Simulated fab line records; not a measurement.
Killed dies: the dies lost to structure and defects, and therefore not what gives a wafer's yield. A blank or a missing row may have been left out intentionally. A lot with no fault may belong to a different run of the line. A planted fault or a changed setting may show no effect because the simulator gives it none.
Which tool was responsible? :: flow berkeleyCmos170 :: Sampling: 14 lots, 42 wafers, 2 of 331 route steps

WHAT EACH GAUGE READ, for each wafer
UCB170_SDANNEAL_RS_MEAS_02: a four-point-probe measurement. Usual: for PSD_RS the level is 75.66 ohm/sq and the standard deviation is 0.26.
lot: L365
measured: day 6 13:40
on: filmMetro-03
PSD_RS (ohm/sq): 75.42 75.49 75.68
flag: 

lot: L366
measured: day 7 03:47
on: filmMetro-02
PSD_RS (ohm/sq): 75.65 75.22 75.72
flag: 

lot: L368
measured: day 7 23:02
on: filmMetro-02
PSD_RS (ohm/sq): 76.06 75.85 75.82
flag: 

lot: L369
measured: day 7 23:03
on: filmMetro-01
PSD_RS (ohm/sq): 75.41 75.27 75.66
flag: 

lot: L370
measured: day 8 09:05
on: filmMetro-01
PSD_RS (ohm/sq): 75.82 75.50 75.44
flag: 

lot: L372
measured: day 8 15:33
on: filmMetro-02
PSD_RS (ohm/sq): 76.07 75.86 75.96
flag: 

lot: L378
measured: day 10 06:10
on: filmMetro-01
PSD_RS (ohm/sq): 75.25 75.59 75.80
flag: 

lot: L380
measured: day 10 06:21
on: filmMetro-03
PSD_RS (ohm/sq): 75.44 75.71 75.67
flag: 

lot: L379
measured: day 10 06:50
on: filmMetro-02
PSD_RS (ohm/sq): 76.13 76.00 75.75
flag: 

lot: L383
measured: day 10 10:21
on: filmMetro-03
PSD_RS (ohm/sq): 75.21 75.50 75.45
flag: 

lot: L381
measured: day 10 15:21
on: filmMetro-03
PSD_RS (ohm/sq): 76.28 76.30 76.04
flag: 

lot: L385
measured: day 11 02:47
on: filmMetro-02
PSD_RS (ohm/sq): 75.80 76.17 75.87
flag: 

lot: L384
measured: day 11 05:15
on: filmMetro-02
PSD_RS (ohm/sq): 75.13 75.40 75.42
flag: 

lot: L386
measured: day 11 05:16
on: filmMetro-01
PSD_RS (ohm/sq): 75.64 75.88 75.75
flag: 

UCB170_CONTACT_CD_MEAS_15: the cd target is 700 nm. Usual: cdNm at 700.0 nm, with a standard deviation of 1.1.
lot: L365
measured: day 6 18:48
on: cdSem-01
cdNm (nm): 700.8 700.3 700.5
flag: 

lot: L366
measured: day 7 08:32
on: cdSem-02
cdNm (nm): 698.3 700.0 698.7
flag: 

lot: L368
measured: day 8 04:24
on: cdSem-01
cdNm (nm): 698.5 700.1 698.6
flag: 

lot: L369
measured: day 8 04:37
on: cdSem-01
cdNm (nm): 699.6 700.3 699.6
flag: 

lot: L370
measured: day 8 13:38
on: cdSem-02
cdNm (nm): 699.6 699.4 698.7
flag: 

lot: L372
measured: day 8 21:49
on: cdSem-01
cdNm (nm): 699.8 700.4 700.3
flag: 

lot: L378
measured: day 10 10:46
on: cdSem-01
cdNm (nm): 701.7 701.4 700.8
flag: 

lot: L380
measured: day 10 11:02
on: cdSem-02
cdNm (nm): 700.6 702.0 703.1
flag: 

lot: L379
measured: day 10 15:03
on: cdSem-02
cdNm (nm): 699.2 698.7 697.8
flag: 

lot: L383
measured: day 10 16:25
on: cdSem-01
cdNm (nm): 699.5 700.8 700.2
flag: 

lot: L381
measured: day 10 20:36
on: cdSem-02
cdNm (nm): 699.2 700.5 698.1
flag: 

lot: L385
measured: day 11 07:54
on: cdSem-01
cdNm (nm): 699.3 701.3 701.5
flag: 

lot: L384
measured: day 11 11:56
on: cdSem-01
cdNm (nm): 700.7 700.5 700.7
flag: 

lot: L386
measured: day 11 11:08
on: cdSem-01
cdNm (nm): 700.5 700.0 698.4
flag: 

TOOL THAT RAN EACH LOT (tool first, then ch and the chambers of the sampled wafers, then the start)
Before these readings, the record contains no process step.

WHAT THE TOOLS THEMSELVES READ (means of the sampled wafers that have a number; where no wafer has one, the mark that the record gives instead)
The record holds no such reading with a usual standard deviation.

THE ANSWER, worked out from the rows above alone
Rule: a lot is off if the mean of its wafers that have a number lies more than 3 standard deviations from the usual mean. Also off: a lot with no number at a reading for which 4 or more lots have one. All remaining lots with rows at the step are treated as sound. First the gauges in route order, then the tools' own readings, where a lot's mean is used as printed above. The first step at which some lot is off is used, and at that step the reading that is off furthest; a lot without a number counts as furthest.
No lot is off on any of the readings shown, so nothing can be concluded from this.

WHAT THE SIMULATOR HAD PUT IN
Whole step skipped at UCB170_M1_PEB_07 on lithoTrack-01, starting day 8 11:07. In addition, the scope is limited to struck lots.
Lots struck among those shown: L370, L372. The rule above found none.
